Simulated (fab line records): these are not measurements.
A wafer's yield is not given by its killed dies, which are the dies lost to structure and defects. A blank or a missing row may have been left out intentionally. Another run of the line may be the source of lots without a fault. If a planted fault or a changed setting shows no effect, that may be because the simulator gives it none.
What tool caused it? | flow berkeley-cmos170 | 15 lots with 45 wafers sampled at 6 steps, on a route of 331 steps

## WHAT THE GAUGES READ, wafer by wafer
UCB170_PSD_OVL_MEAS_07.
lot  | measured     | on         | PSD_OVL (nm)
L817 | day 6 11:18  | overlay-02 | -5 -5 -10
L819 | day 7 05:31  | overlay-02 | -15 -3 -2
L821 | day 7 14:52  | overlay-02 | 5 0 2
L820 | day 7 15:08  | overlay-01 | -1 3 -3
L822 | day 7 15:35  | overlay-01 | 4 -7 -6
L827 | day 8 04:22  | overlay-01 | 5 -1 -2
L830 | day 8 22:23  | overlay-01 | -7 -11 -10
L828 | day 8 22:40  | overlay-01 | -6 7 7
L826 | day 8 22:31  | overlay-02 | 0 3 1
L831 | day 9 19:20  | overlay-02 | -10 -6 -7
L836 | day 10 10:06 | overlay-01 | -1 -4 4
L837 | day 10 10:22 | overlay-01 | -10 -2 -1
L839 | day 10 19:04 | overlay-02 | 2 4 -5
L840 | day 10 19:38 | overlay-01 | 0 -8 -2
L838 | day 10 19:00 | overlay-01 | -2 7 0

UCB170_NSD_OVL_MEAS_07.
lot  | measured     | on         | NSD_OVL (nm)
L817 | day 6 12:56  | overlay-02 | -11 -6 -10
L819 | day 7 07:35  | overlay-01 | 8 4 9
L821 | day 7 19:41  | overlay-02 | -8 0 1
L820 | day 7 19:49  | overlay-02 | -6 6 -5
L822 | day 7 20:10  | overlay-01 | 3 6 1
L827 | day 8 06:14  | overlay-02 | 1 -8 -3
L830 | day 9 01:17  | overlay-01 | 3 7 8
L828 | day 9 01:34  | overlay-02 | 2 1 4
L826 | day 9 01:25  | overlay-01 | -5 2 -3
L831 | day 9 22:52  | overlay-02 | -3 -3 -8
L836 | day 10 13:20 | overlay-01 | -5 -3 -7
L837 | day 10 14:03 | overlay-02 | -7 -8 -3
L839 | day 10 21:31 | overlay-01 | -11 -8 -4
L840 | day 10 22:26 | overlay-02 | 0 1 1
L838 | day 10 21:05 | overlay-01 | 2 7 4

UCB170_NSD_TW_MEAS_10.
lot  | measured     | on            | NSD_TW
L817 | day 6 13:13  | film-metro-04 | 4166 4166 4165
L819 | day 7 07:52  | film-metro-03 | 4280 4244 4270
L821 | day 7 19:58  | film-metro-01 | 4232 4237 4245
L820 | day 7 20:07  | film-metro-04 | 4149 4165 4183
L822 | day 7 20:27  | film-metro-03 | 4249 4249 4265
L827 | day 8 06:31  | film-metro-04 | 4190 4195 4166
L830 | day 9 01:35  | film-metro-01 | 30 30 30
L828 | day 9 01:51  | film-metro-04 | 30 30 30
L826 | day 9 01:42  | film-metro-03 | 30 30 31
L831 | day 9 23:10  | film-metro-03 | 4257 4240 4239
L836 | day 10 13:37 | film-metro-04 | 4181 4163 4192
L837 | day 10 14:20 | film-metro-01 | 4205 4235 4196
L839 | day 10 21:48 | film-metro-01 | 4258 4226 4205
L840 | day 10 22:43 | film-metro-04 | 4201 4187 4195
L838 | day 10 21:23 | film-metro-03 | 4275 4280 4273

## TOOL THAT RAN EACH LOT (tool first, then ch and the chambers of the sampled wafers, then the start)
lot  | UCB170_GATE_STRIP_16                 | UCB170_PSD_STRIP_09                  | UCB170_NSD_STRIP_09
L817 | plasma-asher-02 ch 0,1, day 5 22:20  | plasma-asher-01 ch 0,1, day 6 11:29  | plasma-asher-03 ch 0,1, day 6 13:07
L819 | plasma-asher-03 ch 0,1, day 6 18:31  | plasma-asher-03 ch 1, day 7 05:42    | plasma-asher-02 ch 1, day 7 07:46
L821 | plasma-asher-04 ch 0,1, day 7 04:46  | plasma-asher-04 ch 0,1, day 7 15:03  | plasma-asher-02 ch 0,1, day 7 19:52
L820 | plasma-asher-03 ch 0,1, day 7 04:47  | plasma-asher-01 ch 0,1, day 7 15:21  | plasma-asher-04 ch 0,1, day 7 20:02
L822 | plasma-asher-02 ch 0,1, day 7 04:55  | plasma-asher-04 ch 0,1, day 7 15:47  | plasma-asher-03 ch 0,1, day 7 20:21
L827 | plasma-asher-04 ch 0,1, day 7 16:05  | plasma-asher-03 ch 0,1, day 8 04:33  | plasma-asher-03 ch 0,1, day 8 06:25
L830 | plasma-asher-04 ch 0,1, day 8 10:40  | plasma-asher-04 ch 0, day 8 22:34    | plasma-asher-02 ch 0,1, day 9 01:28
L828 | plasma-asher-03 ch 0, day 8 10:47    | plasma-asher-04 ch 0, day 8 22:51    | plasma-asher-02 ch 0,1, day 9 01:45
L826 | plasma-asher-02 ch 1, day 8 11:02    | plasma-asher-01 ch 1, day 8 22:41    | plasma-asher-03 ch 0,1, day 9 01:35
L831 | plasma-asher-03 ch 0,1, day 9 10:01  | plasma-asher-04 ch 0,1, day 9 19:31  | plasma-asher-02 ch 0,1, day 9 23:03
L836 | plasma-asher-03 ch 0,1, day 9 23:16  | plasma-asher-04 ch 0,1, day 10 10:17 | plasma-asher-02 ch 0,1, day 10 13:31
L837 | plasma-asher-04 ch 0,1, day 9 23:32  | plasma-asher-01 ch 0,1, day 10 10:32 | plasma-asher-03 ch 0,1, day 10 14:14
L839 | plasma-asher-03 ch 0,1, day 10 09:38 | plasma-asher-04 ch 0,1, day 10 19:16 | plasma-asher-04 ch 0,1, day 10 21:42
L840 | plasma-asher-02 ch 0,1, day 10 09:56 | plasma-asher-04 ch 0,1, day 10 19:50 | plasma-asher-02 ch 0,1, day 10 22:38
L838 | plasma-asher-03 ch 0, day 10 10:10   | plasma-asher-03 ch 0, day 10 19:11   | plasma-asher-03 ch 0,1, day 10 21:16
- UCB170_GATE_STRIP_16: strips in O2.
- UCB170_PSD_STRIP_09: strips in O2.
- UCB170_NSD_STRIP_09: strips in O2.

## AS READ BY THE TOOLS THEMSELVES (means over the sampled wafers that have a number; for cases with no such wafer, the mark the record gives instead)
UCB170_GATE_STRIP_16.
lot  | tool            | chamber-pressure-mTorr (mTorr) | drypump-motor-current-A (A) | oes-product-au (a.u.)
L817 | plasma-asher-02 | 3501                           | 5.3                         | 0.725
L819 | plasma-asher-03 | 3503                           | 5.9                         | 0.722
L821 | plasma-asher-04 | 3502                           | 5.9                         | 0.728
L820 | plasma-asher-03 | 3498                           | 5.8                         | 0.727
L822 | plasma-asher-02 | 3501                           | 5.3                         | 0.723
L827 | plasma-asher-04 | 3498                           | 5.9                         | 0.719
L830 | plasma-asher-04 | 3501                           | 5.9                         | 0.725
L828 | plasma-asher-03 | 3499                           | 6.1                         | 0.726
L826 | plasma-asher-02 | 3499                           | 5.2                         | 0.724
L831 | plasma-asher-03 | 3498                           | 5.8                         | 0.722
L836 | plasma-asher-03 | 3500                           | 5.9                         | 0.722
L837 | plasma-asher-04 | 3501                           | 6.0                         | 0.726
L839 | plasma-asher-03 | 3496                           | 6.0                         | 0.722
L840 | plasma-asher-02 | 3499                           | 5.3                         | 0.728
L838 | plasma-asher-03 | 3497                           | 6.2                         | 0.726

UCB170_PSD_STRIP_09.
lot  | tool            | chamber-pressure-mTorr (mTorr) | drypump-motor-current-A (A) | oes-product-au (a.u.) | strip-time-to-endpoint-s (s)
L817 | plasma-asher-01 | 3499                           | 5.79                        | 0.601                 | 29.42
L819 | plasma-asher-03 | 3498                           | 5.67                        | 0.597                 | 29.43
L821 | plasma-asher-04 | 3499                           | 5.90                        | 0.606                 | 29.32
L820 | plasma-asher-01 | 3500                           | 5.77                        | 0.601                 | 29.36
L822 | plasma-asher-04 | 3501                           | 5.93                        | 0.599                 | 29.31
L827 | plasma-asher-03 | 3502                           | 5.99                        | 0.600                 | 29.37
L830 | plasma-asher-04 | -                              | -                           | -                     | -
L828 | plasma-asher-04 | -                              | -                           | -                     | -
L826 | plasma-asher-01 | -                              | -                           | -                     | -
L831 | plasma-asher-04 | 3501                           | 5.98                        | 0.603                 | 29.44
L836 | plasma-asher-04 | 3498                           | 5.91                        | 0.602                 | 29.40
L837 | plasma-asher-01 | 3501                           | 5.77                        | 0.601                 | 29.52
L839 | plasma-asher-04 | 3499                           | 5.93                        | 0.599                 | 29.44
L840 | plasma-asher-04 | 3499                           | 5.97                        | 0.602                 | 29.43
L838 | plasma-asher-03 | 3499                           | 6.16                        | 0.600                 | 29.29

UCB170_NSD_STRIP_09.
lot  | tool            | chamber-pressure-mTorr (mTorr) | drypump-motor-current-A (A) | oes-product-au (a.u.) | strip-time-to-endpoint-s (s)
L817 | plasma-asher-03 | 3499                           | 5.8                         | 0.539                 | 35.88
L819 | plasma-asher-02 | 3502                           | 5.2                         | 0.537                 | 35.83
L821 | plasma-asher-02 | 3500                           | 5.3                         | 0.533                 | 35.92
L820 | plasma-asher-04 | 3499                           | 5.9                         | 0.530                 | 35.80
L822 | plasma-asher-03 | 3500                           | 5.8                         | 0.534                 | 35.74
L827 | plasma-asher-03 | 3499                           | 6.0                         | 0.533                 | 35.74
L830 | plasma-asher-02 | 3499                           | 5.3                         | 0.622                 | 62.10
L828 | plasma-asher-02 | 3499                           | 5.3                         | 0.618                 | 62.07
L826 | plasma-asher-03 | 3498                           | 6.0                         | 0.622                 | 61.92
L831 | plasma-asher-02 | 3502                           | 5.3                         | 0.533                 | 35.94
L836 | plasma-asher-02 | 3498                           | 5.3                         | 0.533                 | 35.90
L837 | plasma-asher-03 | 3502                           | 5.8                         | 0.532                 | 35.73
L839 | plasma-asher-04 | 3497                           | 5.9                         | 0.533                 | 35.90
L840 | plasma-asher-02 | 3500                           | 5.3                         | 0.532                 | 35.84
L838 | plasma-asher-03 | 3502                           | 6.0                         | 0.535                 | 35.82

## THE ANSWER, worked out from the rows above alone
Rule: the usual values come from the lots themselves. Put in order of their means at a reading, lots are off if they are a third of the lots or fewer, leave a main group of 4 or more, and stand apart from it by a gap of 3 or more times the standard deviation of the main group's means; of several such gaps the widest counts. The tables above print the reading to a certain number of digits; a main group whose means all agree to those digits is not used. A lot without any number at a reading at which 4 lots or more have one is off too. Any other lot the step has rows for is counted as sound. First the gauges in route order, then the tools' own readings, where a lot's mean is used as printed above. The first step at which some lot is off is used, and at that step the reading that is off furthest; a lot without a number counts as furthest.
Off: L830, L828, L826, seen at UCB170_NSD_TW_MEAS_10 (NSD_TW). Mean 4217 and standard deviation 38 in the main group.
If a tool, at a process step before that reading, ran all the lots that are off and no sound lot after the first of them, it fits. The gauges at UCB170_NSD_TW_MEAS_10 aren't tried: what is off there is off at UCB170_PSD_STRIP_09 too, on other tools, and a gauge's error can't cause that. Not one of the candidates tried fits.

## WHAT HAD BEEN PUT IN BY THE SIMULATOR
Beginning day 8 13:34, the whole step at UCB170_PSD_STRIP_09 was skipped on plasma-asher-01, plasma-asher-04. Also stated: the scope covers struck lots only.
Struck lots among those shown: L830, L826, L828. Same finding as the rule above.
